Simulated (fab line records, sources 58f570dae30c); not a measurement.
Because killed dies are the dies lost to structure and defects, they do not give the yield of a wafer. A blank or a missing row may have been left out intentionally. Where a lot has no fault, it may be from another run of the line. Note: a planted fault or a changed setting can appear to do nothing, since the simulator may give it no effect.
2 desks looking at one fault ; flow berkeley cmos170 ; each desk holds nothing but its own numbers, with what lay behind them at the end

== FROM THE METROLOGY DESK ==
Means of the sampled wafers that have a number, per lot and without regard to the tool the lot ran on: this is what the gauges read. If a lot's mean is further than 4 standard deviations from the usual mean, the lot is out of limits and carries the mark OUT (the distance appears in the brackets).
Columns: A = V1_TEOS_THK at UCB170_V1_THK_MEAS_01, usual 2003 nm; B = V2_BOW at UCB170_V2_BOW_MEAS_03, usual 37 um
lot;first seen here;A;B
L321;day 7 20:04;1989;41
L320;day 7 20:14;2015;35
L326;day 8 17:39;2237 (+10) OUT;32
L325;day 8 20:13;2243 (+10) OUT;33
L327;day 8 20:22;2032;33
L329;day 9 16:35;2004;38
L334;day 10 16:17;2028;30
L332;day 10 16:21;1998;43
L333;day 10 16:26;2008;35
L336;day 10 22:47;1989;35
L338;day 11 04:17;1983;38
L340;day 11 04:28;2038;30
L341;day 11 22:16;1997;46
L342;day 11 22:20;1984;26
This desk reports L325, L326 out of limits; the earliest was L326 at day 8 17:39 (V1_TEOS_THK at UCB170_V1_THK_MEAS_01). Within limits: L321, L320, L327, L329, L334, L332, L333, L336, L338, L340, L341, L342.

== THE TOOL OWNER'S DESK: pecvd-02 ==
The tool's own readings at UCB170_V1_CVD_00 (deposits SiO2 from TEOS/O2, target thk 2000 nm, time 250 s): means of the sampled wafers that have a number, for each lot that ran on this tool. If a lot's mean is further than 4 standard deviations from the usual mean, the lot is out of limits and carries the mark OUT (the distance appears in the brackets).
Columns: A = heater power w at UCB170_V1_CVD_00, usual 230 W
lot;first seen here;A
L321;day 7 19:55;191
L320;day 7 20:04;203
L326;day 8 17:32;207
L325;day 8 20:03;179
L342;day 11 22:06;172
This desk found nothing out of limits on any of the 5 lots.

== TAKEN TOGETHER ==
At day 8 17:39 the metrology desk could have sounded an alarm, on L325, L326.
The desk of the tool owner found nothing out of limits.
The tool owner's desk has L325, L326 on record, within its limits.
Of the lots named, all ran UCB170_V1_CVD_00 on pecvd-02.

== WHAT THE SIMULATOR PUT IN ==
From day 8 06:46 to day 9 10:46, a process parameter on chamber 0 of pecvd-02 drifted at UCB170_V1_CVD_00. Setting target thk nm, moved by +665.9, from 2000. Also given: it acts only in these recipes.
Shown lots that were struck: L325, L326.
Hours from the fault's start to each desk's first reading out of limits: the metrology desk, 11.
